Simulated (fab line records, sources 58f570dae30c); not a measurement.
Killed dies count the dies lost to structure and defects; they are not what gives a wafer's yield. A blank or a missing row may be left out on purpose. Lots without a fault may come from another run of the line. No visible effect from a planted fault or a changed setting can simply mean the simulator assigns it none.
Split-lot trial -- flow berkeleyCmos170 -- on a route of 331 steps: 5 lots, 23 wafers read

== SPLIT DETAILS ==
At UCB170_SACOX_OXIDATION_01 (target thk 14.4 nm, ox time 2400 s), the setting oxTimeS was moved away from the recipe's 2400 s on 15 of the 23 wafers read, by +6.7% to +12.2%. The other wafers ran this setting at the recipe's value.

The reading comes from the split's own step.

== THE READING ==
SiO2_of_SACOX_OXIDATION_01.thkNm (the simulator's own value, which no gauge read), in nm, at UCB170_SACOX_OXIDATION_01 (target thk 14.4 nm, ox time 2400 s). The file gives no usual value for it. The 8 wafers here that ran the recipe average 14.64 nm, standard deviation 0.26 nm.

wafer,"tool, chamber at the split","oxTimeS as run, s",against the recipe,"SiO2_of_SACOX_OXIDATION_01.thkNm, nm",against lot-mates on the recipe
L074.3,"furnace-04, 0",2400,recipe,14.88,-
L074.4,"furnace-04, 0",2400,recipe,15.12,-
L074.5,"furnace-04, 0",2400,recipe,14.84,-
L077.2,"-, -",2562,+6.7%,14.95,no lot-mate on the recipe
L077.3,"-, -",2562,+6.7%,15.11,no lot-mate on the recipe
L077.4,"-, -",2562,+6.7%,15.01,no lot-mate on the recipe
L077.5,"-, -",2562,+6.7%,14.94,no lot-mate on the recipe
L077.6,"-, -",2562,+6.7%,14.78,no lot-mate on the recipe
L081.1,"-, -",2692,+12.2%,15.47,no lot-mate on the recipe
L081.2,"-, -",2692,+12.2%,15.48,no lot-mate on the recipe
L081.3,"-, -",2692,+12.2%,15.59,no lot-mate on the recipe
L081.4,"-, -",2692,+12.2%,15.88,no lot-mate on the recipe
L081.6,"-, -",2692,+12.2%,15.66,no lot-mate on the recipe
L082.1,"-, -",2591,+8.0%,15.31,no lot-mate on the recipe
L082.2,"-, -",2591,+8.0%,15.18,no lot-mate on the recipe
L082.5,"-, -",2591,+8.0%,15.18,no lot-mate on the recipe
L082.3,"-, -",2591,+8.0%,15.32,no lot-mate on the recipe
L082.4,"-, -",2591,+8.0%,15.36,no lot-mate on the recipe
L085.1,"-, -",2400,recipe,14.36,-
L085.2,"-, -",2400,recipe,14.45,-
L085.3,"-, -",2400,recipe,14.55,-
L085.4,"-, -",2400,recipe,14.41,-
L085.6,"-, -",2400,recipe,14.5,-

THE FIT
A straight line over all 23 wafers: SiO2_of_SACOX_OXIDATION_01.thkNm changes by +0.0781 nm for each +1% of oxTimeS; r = +0.88; the points scatter about the line by 0.21 nm.
Too few moved wafers with a lot-mate on the recipe to fit a line net of each lot's own level.

== FILE'S OWN FIT ==
SiO2_of_SACOX_OXIDATION_01.thkNm changes by +0.0778 nm for each +1% of oxTimeS, r = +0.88.
